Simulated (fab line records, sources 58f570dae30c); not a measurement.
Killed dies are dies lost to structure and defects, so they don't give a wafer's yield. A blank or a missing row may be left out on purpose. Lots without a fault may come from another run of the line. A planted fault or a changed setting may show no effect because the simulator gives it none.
One fault seen from 2 desks | flow berkeley_cmos170 | each desk has only its own numbers; what lay behind them comes last

THE METROLOGY DESK
What the gauges read, lot by lot, whatever tool the lot ran on: means of the sampled wafers that have a number. A lot is out of limits, marked OUT, if its mean lies more than 4 standard deviations from the usual mean; the brackets give that distance.
Columns: A = M1_AL_RS at UCB170_M1_RS_MEAS_01, usual 0.0484 ohm/sq; B = M1_AL_THK at UCB170_M1_THK_MEAS_02, usual 594 nm; C = cd_nm at UCB170_M1_CD_MEAS_09, usual 700.5 nm; D = M1_OVL at UCB170_M1_OVL_MEAS_10, usual 2 nm
lot  | first seen here | A      | B   | C     | D
L801 | day 8 19:31     | 0.0477 | 600 | 700.8 | 0
L805 | day 9 11:58     | 0.0481 | 600 | 700.9 | -1
L814 | day 11 21:51    | 0.0484 | 588 | 699.8 | -9
L817 | day 12 10:43    | 0.0486 | 597 | 701.3 | 8
L816 | day 12 11:35    | 0.0480 | 590 | 699.6 | -2
L819 | day 12 11:49    | 0.0487 | 593 | 702.3 | -6
This desk's finding: nothing out of limits on any of the 6 lots.

THE TOOL OWNER'S DESK: rie_diel-04
The tool's own readings at UCB170_M1_ETCH_11 (etches BARC in N2/H2): means of the sampled wafers that have a number, for each lot that ran on this tool. A lot is out of limits, marked OUT, if its mean lies more than 4 standard deviations from the usual mean; the brackets give that distance.
Columns: A = drypump_motor_current_A at UCB170_M1_ETCH_11, usual 5.9 A; B = oes_product_au at UCB170_M1_ETCH_11, usual 1.002 a.u.; C = throttle_valve_pct at UCB170_M1_ETCH_11, usual 13.24 %
lot  | first seen here | A   | B                | C
L805 | day 9 13:16     | 5.8 | 0.984            | 13.21
L814 | day 11 23:38    | 5.5 | 1.078 (+4.2) OUT | 13.30
L816 | day 12 13:00    | 5.3 | 1.096 (+5.2) OUT | 13.37
This desk's finding: out of limits on L814, L816; first on L814, day 11 23:38 (oes_product_au at UCB170_M1_ETCH_11). In limits: L805.

PUT TOGETHER
The tool owner's desk could have raised an alarm at day 11 23:38, on L814, L816.
The metrology desk saw nothing out of limits.
The metrology desk has L814, L816 on record, within its limits.
Of the lots named, all ran UCB170_M1_ETCH_11 on rie_diel-04.

WHAT THE SIMULATOR HAD PUT IN
Process parameter drift: rie_diel-04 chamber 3, from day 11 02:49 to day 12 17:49, at UCB170_M1_ETCH_11. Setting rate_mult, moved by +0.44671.
Lots struck among those shown: L814, L816.
Hours from the fault's start to each desk's first reading out of limits: the tool owner's desk, 21.
